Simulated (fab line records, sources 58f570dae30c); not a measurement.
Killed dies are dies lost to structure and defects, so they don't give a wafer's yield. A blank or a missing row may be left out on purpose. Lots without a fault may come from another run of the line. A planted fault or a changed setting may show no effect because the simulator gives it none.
Which tool did it? | flow berkeley_cmos170 | 13 lots, 39 wafers sampled, at 2 steps of a route of 331

WHAT THE GAUGES READ, wafer by wafer
UCB170_V2_THK_MEAS_01. Usual: V2_TEOS_THK 2002 nm, standard deviation 24.
lot  | measured     | on            | V2_TEOS_THK (nm) | flag
L499 | day 8 12:12  | film_metro-02 | 2012 2026 2029   |
L498 | day 8 15:28  | film_metro-03 | 2024 2007 2055   |
L502 | day 8 21:03  | film_metro-02 | 2025 1986 2013   |
L501 | day 8 23:16  | film_metro-01 | 1980 2008 1980   |
L500 | day 8 23:31  | film_metro-03 | 1966 2017 2033   |
L507 | day 10 09:19 | film_metro-02 | 1969 2004 2013   |
L504 | day 10 09:46 | film_metro-01 | 1991 2036 1999   |
L509 | day 11 00:06 | film_metro-03 | 2005 1985 2006   |
L512 | day 11 08:55 | film_metro-01 | 1990 1969 2030   |
L511 | day 11 14:10 | film_metro-02 | 2250 1957 2012   |
L510 | day 11 14:15 | film_metro-03 | 2000 1994 2030   |
L517 | day 12 18:20 | film_metro-03 | 1993 2033 2028   |
L521 | day 13 12:13 | film_metro-03 | 1975 2016 2043   |

WHICH TOOL RAN EACH LOT (tool, then ch and the chambers of the sampled wafers, then the start)
lot  | UCB170_V2_CVD_00
L499 | pecvd-01 ch 0,1,2, day 8 12:02
L498 | pecvd-01 ch 0,1, day 8 15:19
L502 | pecvd-01 ch 1,2, day 8 20:50
L501 | pecvd-03 ch 0,2, day 8 23:06
L500 | pecvd-01 ch 0,2, day 8 23:20
L507 | pecvd-01 ch 1,2, day 10 09:09
L504 | pecvd-04 ch 0,1,2, day 10 09:35
L509 | pecvd-01 ch 0,1, day 10 23:57
L512 | pecvd-04 ch 0,1,2, day 11 08:46
L511 | pecvd-04 ch 0,2, day 11 14:01
L510 | pecvd-03 ch 0,1, day 11 14:05
L517 | pecvd-03 ch 0,1,2, day 12 18:10
L521 | pecvd-01 ch 0,1,2, day 13 12:02
- UCB170_V2_CVD_00: deposits SiO2 from TEOS/O2, target thk 2000 nm, time 250 s.

WHAT THE TOOLS THEMSELVES READ (means of the sampled wafers that have a number; where no wafer has one, the mark that the record gives instead)
UCB170_V2_CVD_00. Usual: heater_power_w 251 W, standard deviation 47; susceptor_temp_C 389.99 C, standard deviation 0.22.
lot  | tool     | heater_power_w (W) | susceptor_temp_C (C) | flag
L499 | pecvd-01 | 257                | 390.16               |
L498 | pecvd-01 | 272                | 390.10               |
L502 | pecvd-01 | 225                | 389.99               |
L501 | pecvd-03 | 218                | 390.09               |
L500 | pecvd-01 | 273                | 390.17               |
L507 | pecvd-01 | 218                | 390.09               |
L504 | pecvd-04 | 233                | 390.28               |
L509 | pecvd-01 | 269                | 389.82               |
L512 | pecvd-04 | 225                | 390.01               |
L511 | pecvd-04 | 285                | 389.75               |
L510 | pecvd-03 | 239                | 390.09               |
L517 | pecvd-03 | 201                | 390.00               |
L521 | pecvd-01 | 283                | 389.92               |

THE ANSWER, worked out from the rows above alone
Rule: a lot is off if the mean of its wafers that have a number lies more than 3 standard deviations from the usual mean. A lot without any number at a reading at which 4 lots or more have one is off too. The other lots that the step has rows for count as sound. The gauges are gone through in route order, then the tools' own readings, and for those a lot's mean is taken as printed above. The first step at which some lot is off is used, and at that step the reading that is off furthest; a lot without a number counts as furthest.
No lot is off at any reading shown: from this, nothing can be told.

WHAT THE SIMULATOR HAD PUT IN
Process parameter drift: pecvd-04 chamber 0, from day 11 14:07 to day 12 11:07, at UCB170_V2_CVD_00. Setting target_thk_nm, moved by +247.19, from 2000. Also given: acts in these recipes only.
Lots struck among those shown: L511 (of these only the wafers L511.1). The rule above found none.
